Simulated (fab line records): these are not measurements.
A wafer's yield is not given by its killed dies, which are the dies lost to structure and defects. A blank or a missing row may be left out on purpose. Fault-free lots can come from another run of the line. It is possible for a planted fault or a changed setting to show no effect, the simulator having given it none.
Problem report, 8D (eight disciplines) form, completed by code    flow berkeleyCmos170    the parts of the form that need people (team, actions taken, sign-off) are left out

## 1. WHAT IS WRONG
cdNm at UCB170_M1_CD_MEAS_90 reads a mean of 687.2 nm on 4 wafers of 2 lots; wafers without a fault read 700.8 nm with a standard deviation of 2.4. Measured from the usual mean, that is -5.7 standard deviations.
The step: target cd 700 nm.
Earliest sighting: wafer L531.2 on cdSem-01 at day 11 06:39. The record holds 42 wafers of 14 lots with a number at this step. The rule behind "out" and "out of limits": a value lying over 4 standard deviations away from the usual mean. All remaining wafers that have a number are taken as sound.

## 2. WHAT IT IS, AND WHAT IT ISN'T
question                     is                              is not
which readings at this step  cdNm                            -
which lots                   L531, L534                      L519, L520, L521, L523, L524, L526, L528, L529, L530, L532, L533, L540
which wafers of those lots   L531.2, L531.3, L531.5, L534.3  L534.1, L534.5
read on which gauges         cdSem-01                        cdSem-02
when                         from day 11 06:39               up to then (27 sound wafers); but 11 sound wafers of L532, L533, L534, L540 came after

## 3. THE SUSPECTS, EACH WITH WHAT RULES IT OUT
Counting: if a tool at a process step up to the reading ran every lot that is out, it stays a suspect. Sound lots after the first of them don't rule it out here, since some wafers of a struck lot are sound.
- ruled out: the gauge at UCB170_M1_CD_MEAS_90. All the wafers that are out were read on cdSem-01, but those of them that UCB170_M1_METAL_ETCH_12 has rows for are out there too, on other tools.
- rieMetal-03 at UCB170_M1_METAL_ETCH_12 (etches Al in Cl2/BCl3, stops on PSG, target depth 780 nm, time 130 s): kept. Ran every lot that is out, first one L531 (day 11 06:19); last sound lot up to then L529 (day 10 11:51). On those wafers its own readings are out: rfFwdPowerW.
- At UCB170_M1_METAL_ETCH_12 on rieMetal-03, chamber 1 took the sound wafers of the same lots and chamber 0 took the wafers that are out.
Left after counting: rieMetal-03 at UCB170_M1_METAL_ETCH_12.

## 4. THE CAUSE (what the simulator had put in)
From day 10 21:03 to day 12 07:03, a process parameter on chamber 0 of rieMetal-03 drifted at UCB170_M1_METAL_ETCH_12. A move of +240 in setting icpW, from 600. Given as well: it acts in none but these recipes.
Only this tool survived the counting.

## 5. THE CHAIN OF EFFECTS, in route order
One row per reading whose mean, taken over the struck wafers that have a number, lies over 3 standard deviations from the usual. Only readings for which the record gives a usual standard deviation are gone through. hours: the time from each lot's start at the first step in this table that gives one to its start at this step, as a median over the lots. sigmas: the change in usual standard deviations.
hours  step                     reading       usual       on struck wafers  change  sigmas
0      UCB170_M1_METAL_ETCH_12  rfFwdPowerW   598.2 W     840.0             +241.8  +99 or more
0      UCB170_M1_STRIP_13       oesProductAu  0.720 a.u.  0.612             -0.108  -22
0      UCB170_M1_CD_MEAS_90     cdNm          700.8 nm    687.2             -13.6   -5.7
The process steps in it:
- UCB170_M1_METAL_ETCH_12: etches Al in Cl2/BCl3, stops on PSG, target depth 780 nm, time 130 s.
- UCB170_M1_STRIP_13: strips in O2.
Later measuring or inspecting steps at which every struck wafer that the step has a row for has a number for every such reading, and none has moved that far: UCB170_V1_THK_MEAS_04.

## 6. WHAT WOULD HAVE CAUGHT IT SOONER
The first out-of-limits reading at a measuring or inspecting step in this record came at day 11 06:39, 10 hours after the fault's start at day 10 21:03.
The tool's own readings at UCB170_M1_METAL_ETCH_12 were out on every struck wafer that the step has a row for (rfFwdPowerW): an alarm limit on them would have fired on the first of those.
L534, from the lots that are out (2), started UCB170_M1_METAL_ETCH_12 on rieMetal-03 later than day 11 06:39. It would have been spared by a hold on the tool at that moment.
